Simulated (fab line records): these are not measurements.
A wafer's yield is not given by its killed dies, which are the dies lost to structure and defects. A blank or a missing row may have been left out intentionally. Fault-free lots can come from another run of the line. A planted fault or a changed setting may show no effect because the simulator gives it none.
What tool caused it?	flow berkeley-cmos170	Sampling: 13 lots, 39 wafers, 3 of 331 route steps

== WHAT THE GAUGES SHOWED, per wafer ==
UCB170_V1_CD_MEAS_90 targets a cd of 700 nm. Usual: cd-nm at 699.6 nm, with a standard deviation of 1.8.
lot	measured	on	cd-nm (nm)	flag
L372	day 7 11:35	cd-sem-02	702.3 702.5 697.9	
L373	day 7 22:10	cd-sem-01	699.4 697.7 698.7	
L374	day 8 00:45	cd-sem-01	696.6 697.4 696.5	
L379	day 8 12:40	cd-sem-01	699.5 699.6 701.6	
L378	day 8 14:52	cd-sem-02	697.0 698.2 698.6	
L375	day 8 17:11	cd-sem-01	700.3 699.0 699.6	
L382	day 9 02:04	cd-sem-02	698.7 700.5 699.8	
L381	day 9 02:25	cd-sem-01	696.7 700.3 698.9	
L384	day 9 09:40	cd-sem-02	700.1 698.0 701.7	
L383	day 9 09:58	cd-sem-02	698.9 699.4 699.5	
L385	day 10 01:20	cd-sem-01	698.3 699.4 697.4	
L386	day 10 09:09	cd-sem-01	700.9 699.3 699.1	
L394	day 11 17:04	cd-sem-01	700.8 702.0 702.0	

UCB170_V2_BOW_MEAS_03. Usual: V2_BOW gives 38 um (standard deviation 6.1).
lot	measured	on	V2_BOW (um)	flag
L372	day 7 17:39	film-metro-02	38 31 48	
L373	day 8 02:23	film-metro-03	37 41 46	
L374	day 8 04:12	film-metro-03	40 51 30	
L379	day 8 19:37	film-metro-04	38 39 27	
L378	day 8 20:59	film-metro-02	43 42 37	
L375	day 8 22:31	film-metro-03	37 40 46	
L382	day 9 06:34	film-metro-03	43 48 40	
L381	day 9 06:43	film-metro-04	41 37 45	
L384	day 9 12:58	film-metro-02	38 20 35	
L383	day 9 13:13	film-metro-02	37 44 35	
L385	day 10 05:04	film-metro-04	42 26 46	
L386	day 10 13:58	film-metro-03	41 41 39	
L394	day 11 20:31	film-metro-03	35 28 41	

== WHICH TOOL RAN EACH LOT (tool, then ch and the chambers of the sampled wafers, then the start) ==
lot	UCB170_M2_METAL_ETCH_18
L372	rie-metal-03 ch 0,1, day 7 16:43
L373	rie-metal-01 ch 0,1, day 8 01:26
L374	rie-metal-04 ch 0,1, day 8 03:18
L379	rie-metal-03 ch 0,1, day 8 18:42
L378	rie-metal-03 ch 0,1, day 8 20:05
L375	rie-metal-01 ch 0,1, day 8 21:34
L382	rie-metal-01 ch 0,1, day 9 05:34
L381	rie-metal-04 ch 0,1, day 9 05:45
L384	rie-metal-01 ch 0,1, day 9 12:01
L383	rie-metal-04 ch 0,1, day 9 12:19
L385	rie-metal-03 ch 0,1, day 10 04:10
L386	rie-metal-04 ch 0,1, day 10 12:55
L394	rie-metal-03 ch 0,1, day 11 19:34
- UCB170_M2_METAL_ETCH_18: etches Al in Cl2/BCl3, stops on SiO2, target depth 1170 nm, time 195 s.

== WHAT THE TOOLS THEMSELVES READ (means of the sampled wafers that have a number; where no wafer has one, the mark that the record gives instead) ==
UCB170_M2_METAL_ETCH_18. Usual: drypump-motor-current-A 5.6 A, standard deviation 0.46; oes-product-au 0.853 a.u., standard deviation 0.018; rf-fwd-power-W 597.8 W, standard deviation 1.8; throttle-valve-pct 24.54 %, standard deviation 0.27.
lot	tool	drypump-motor-current-A (A)	oes-product-au (a.u.)	rf-fwd-power-W (W)	throttle-valve-pct (%)	flag
L372	rie-metal-03	5.8	0.853	599.7	24.83	
L373	rie-metal-01	5.9	0.850	598.8	24.44	
L374	rie-metal-04	5.2	0.873	597.8	24.47	
L379	rie-metal-03	5.8	0.846	596.6	24.86	
L378	rie-metal-03	5.8	0.851	596.5	24.86	
L375	rie-metal-01	5.5	0.852	598.1	24.51	
L382	rie-metal-01	5.9	0.844	598.5	24.45	
L381	rie-metal-04	5.2	0.860	598.2	24.47	
L384	rie-metal-01	5.5	0.844	598.6	24.51	
L383	rie-metal-04	5.2	0.871	597.3	24.46	
L385	rie-metal-03	5.5	0.830	600.4	24.63	
L386	rie-metal-04	5.2	0.879	596.3	24.48	
L394	rie-metal-03	5.8	0.857	599.5	24.86	

== THE ANSWER, worked out from the rows above alone ==
Rule: a lot counts as off when the mean over its wafers that have a number is more than 3 standard deviations away from the usual mean. A lot without any number at a reading at which 4 lots or more have one is off too. The other lots that the step has rows for count as sound. The gauges are gone through in route order, then the tools' own readings, and for those a lot's mean is taken as printed above. At the first step where some lot is off, the reading lying furthest off is the one used; lots without a number count as furthest.
None of the lots is off at any reading shown; this tells nothing.

== WHAT THE SIMULATOR HAD INSERTED ==
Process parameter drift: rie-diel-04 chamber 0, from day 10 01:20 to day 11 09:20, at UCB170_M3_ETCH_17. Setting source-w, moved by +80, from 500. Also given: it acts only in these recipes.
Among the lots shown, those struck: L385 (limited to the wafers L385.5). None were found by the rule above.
